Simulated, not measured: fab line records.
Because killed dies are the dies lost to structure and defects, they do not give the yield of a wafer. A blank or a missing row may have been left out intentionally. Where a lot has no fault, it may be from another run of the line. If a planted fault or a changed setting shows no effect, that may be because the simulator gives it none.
A struck lot beside a sound one :: flow rit_cmos :: 18 steps out of a route of 202
Sound: these wafers, L604.1, L604.4, L604.6. The struck wafers were L614.2, L614.5, L614.6. At the end, the cause is stated.
Order at every step that has rows: each side's tool, ch and its chambers, its first start. Under that, the readings that differ: sound wafers :: struck wafers :: difference of the means :: sigmas: that difference in standard deviations of wafers without a fault.
alike: same words and numbers on both sides, and readings whose means sit less than 2 such deviations apart. not compared: any withheld reading, any reading some wafer has no value for, any bound like >300 that may hide the same value, and any number with overlapping values for which the record gives no deviation.
The two part at a step that has a row with sigmas, a row that says differs or no value, or rows on one side only. Non-overlapping numbers with no deviation appear without sigmas and do not part them. Lack of a reading on every wafer of one side parts them only where that side has two or more wafers.

first, 4 steps without rows for these wafers: RIT_PSD_SOFTBAKE_02 (time 60 s); RIT_PSD_EXPOSE_03 (exposes mask M10, target cd 40900 nm); RIT_PSD_PEB_04; RIT_PSD_DEVELOP_05 (develop time 50 s).
RIT_PSD_OVL_MEAS_06:
  struck on overlay-01, day 5 03:54; sound on overlay-02, day 3 03:36
  alike: PSD_OVL
then, 2 steps without rows for these wafers: RIT_PSD_HARDBAKE_07 (time 60 s); RIT_PSD_IMPLANT_08.
RIT_PSD_STRIP_09: strips in O2, time 180 s.
  sound on plasma_asher-01 ch 0,1, day 3 04:07; struck on plasma_asher-02 ch 0,1, day 5 04:14
  alike: chamber_pressure_mTorr, drypump_motor_current_A
  not compared: rf_hours_counter_h
RIT_PSD_TW_MEAS_10:
  struck on film_metro-04, day 5 04:25; sound on film_metro-04, day 3 04:17
  alike: PSD_TW
then, 3 steps without rows for these wafers: RIT_SDANNEAL_CLEAN_00 (cleans in SC1, time 600 s); RIT_SDANNEAL_CLEAN_01 (cleans in dHF, time 30 s); RIT_SDANNEAL_CLEAN_02 (cleans in SC2, time 600 s).
RIT_SDANNEAL_RTA_03: time 5 s.
  sound on rtp_anneal-01 ch 0, day 3 04:43; struck on rtp_anneal-01 ch 0, day 5 04:50
reading: ramp_down_c_per_s
sound: 170.99 170.93 171.03
struck: 171.05 171.01 171.08
difference: +0.06
sigmas: +2
  alike: wafer_temp_C_max
RIT_SDANNEAL_RS_MEAS_04: measurement is done with a four-point probe.
  struck on film_metro-04, day 5 04:55; sound on film_metro-02, day 3 04:46
reading: PSD_RS (ohm/sq)
sound: 116.04 115.95 116.11
struck: 72.44 72.50 72.47
difference: -43.56
sigmas: -99 or more
RIT_SDANNEAL_RS_MEAS_05: measurement is done with a four-point probe.
  struck on film_metro-04, day 5 05:02; sound on film_metro-02, day 3 04:53
reading: NSD_RS (ohm/sq)
sound: 84.48 84.52 84.59
struck: 76.46 76.76 76.51
difference: -7.95
sigmas: -29
RIT_SDANNEAL_RS_MEAS_06: measurement is done with a four-point probe.
  struck on film_metro-04, day 5 05:09; sound on film_metro-02, day 3 05:01
reading: PLDD_RS (ohm/sq)
sound: 178.1 178.8 178.5
struck: 141.4 141.1 141.3
difference: -37.2
sigmas: -85
RIT_SDANNEAL_RS_MEAS_07: measurement is done with a four-point probe.
  struck on film_metro-04, day 5 05:16; sound on film_metro-02, day 3 05:08
reading: NLDD_RS (ohm/sq)
sound: 152.2 151.9 151.8
struck: 142.4 143.1 142.7
difference: -9.2
sigmas: -19
then, 1 step without rows for these wafers: RIT_SILICIDE_WET_ETCH_00 (etches SiO2 in BOE, target depth 14 nm, time 15 s).

## WHERE THEY PART
At RIT_SDANNEAL_RTA_03 first; at RIT_SDANNEAL_RS_MEAS_07 last (within this record only).

WHY: the cause the simulator had injected
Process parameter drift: rtp_anneal-01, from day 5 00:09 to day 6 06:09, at RIT_SDANNEAL_RTA_03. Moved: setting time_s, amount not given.
